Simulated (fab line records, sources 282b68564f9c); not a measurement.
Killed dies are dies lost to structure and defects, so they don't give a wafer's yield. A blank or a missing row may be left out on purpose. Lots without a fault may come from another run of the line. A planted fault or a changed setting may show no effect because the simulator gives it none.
A struck lot beside a sound one | flow rit_cmos | 17 steps out of a route of 202
Sound: wafers L480.2, L480.4, L480.5. Struck: wafers L494.3, L494.4, L494.5. The cause comes at the end.
At each step with rows: each side's tool, then ch and its chambers, then its first start. Under that, the readings that differ: sound wafers | struck wafers | difference of the means | sigmas: that difference in standard deviations of wafers without a fault.
alike: readings whose means differ by less than 2 such deviations, and words and numbers that are the same on both sides. not compared: withheld readings, readings that some wafer has no value for, bounds like >300 that may hide the same value, and numbers for which the record gives no deviation and whose values overlap.
The two part at a step that has a row with sigmas, a row that says differs or no value, or rows on one side only. Numbers that don't overlap but have no deviation are shown without sigmas and don't part them. A reading that every wafer of one side lacks parts them only if that side has two wafers or more.

first, 2 steps without rows for these wafers: RIT_NRETRO_HARDBAKE_07 (time 120 s); RIT_NRETRO_IMPLANT_08.
RIT_NRETRO_STRIP_09: strips in O2, time 180 s.
  sound on plasma_asher-02 ch 0,1, day 2 21:04; struck on plasma_asher-03 ch 0,1, day 5 18:43
  alike: drypump_motor_current_A
  not compared: rf_hours_counter_h
RIT_NRETRO_TW_MEAS_10:
  sound on film_metro-02, day 2 21:15; struck on film_metro-01, day 5 18:51
  alike: NRETRO_TW
then, 6 steps without rows for these wafers: RIT_PRETRO_HMDS_00 (prime time 60 s); RIT_PRETRO_COAT_01 (resist thk 1300 nm); RIT_PRETRO_SOFTBAKE_02 (time 60 s); RIT_PRETRO_EXPOSE_03 (exposes mask M5, target cd 43700 nm); RIT_PRETRO_PEB_04; RIT_PRETRO_DEVELOP_05 (develop time 68 s).
RIT_PRETRO_OVL_MEAS_06:
  sound on overlay-01, day 2 22:21; struck on overlay-01, day 5 19:55
  alike: PRETRO_OVL
then, 1 step without rows for these wafers: RIT_PRETRO_HARDBAKE_07 (time 120 s).
RIT_PRETRO_IMPLANT_08:
  sound on implanter-03 ch 0, day 2 22:39; struck on implanter-02 ch 0, day 5 20:14
  reading            | sound                            | struck                           | difference  | sigmas
  dose_ions_cm2      | 1.1981e+13 1.1993e+13 1.1983e+13 | 1.6314e+13 1.6325e+13 1.6324e+13 | +4.3353e+12 | +99 or more
  faraday_current_uA | 36.9 38.0 38.1                   | 53.0 52.9 51.3                   | +14.7       | +20
  alike: tilt_deg
RIT_PRETRO_STRIP_09: strips in O2, time 180 s.
  sound on plasma_asher-01 ch 0,1, day 2 22:47; struck on plasma_asher-02 ch 0,1, day 5 20:23
  alike: drypump_motor_current_A
  not compared: rf_hours_counter_h
RIT_PRETRO_TW_MEAS_10:
  sound on film_metro-01, day 2 22:58; struck on film_metro-01, day 5 20:32
  reading   | sound             | struck            | difference | sigmas
  PRETRO_TW | 474.7 472.1 470.8 | 517.2 516.1 520.1 | +45.3      | +17
then, 1 step without rows for these wafers: RIT_GATE_WET_ETCH_00 (etches SiO2 in BOE, target depth 56 nm, time 60 s).
RIT_M1_PROBE_99:
  sound on prober-01, day 4 01:29; struck on prober-01, day 6 22:49
  reading                                    | sound                | struck               | difference | sigmas
  killed_at_M0_to_M3                         | 1 0 0                | 0 0 0                | +0         | -2
  model.etest.nmos_0p3.r_on_ohm_um           | 2269 2284 2253       | 2361 2350 2344       | +83        |
  model.etest.nmos_0p15.r_on_ohm_um          | 1165 1177 1159       | 1225 1225 1224       | +58        |
  model.etest.nmos_turned.drive_ua_um        | 293.5 297 301.1      | 274.5 279.9 267.1    | -23.4      |
  model.etest.nmos_0p15.drive_ua_um          | 437.7 443.3 457.5    | 410.8 423.4 421.6    | -27.6      |
  model.etest.nmos_0p3.drive_ua_um           | 206 205.5 209.9      | 192.1 196.4 194.1    | -12.9      |
  model.etest.nmos_narrow.drive_ua_um        | 211.2 209.5 214.3    | 188.9 194.3 192.5    | -19.8      |
  model.etest.ring.delay_ps                  | 27.91 27.84 27       | 29.56 28.73 28.65    | +1.40      |
  model.etest.retro_edge_nmos.off_log10_a_um | -10.43 -10.44 -10.25 | -11.38 -11.07 -10.87 | -0.73      |
  alike: killed_at_contacts, killed_at_front_end, killed_dies, killed_open, killed_short

WHERE THEY PART
First at RIT_PRETRO_IMPLANT_08; last, within this record, at RIT_M1_PROBE_99.

WHY: what the simulator had put in
Process parameter drift: implanter-02, from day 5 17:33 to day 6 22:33, at RIT_PRETRO_IMPLANT_08. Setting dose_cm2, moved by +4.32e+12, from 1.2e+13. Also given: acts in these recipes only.
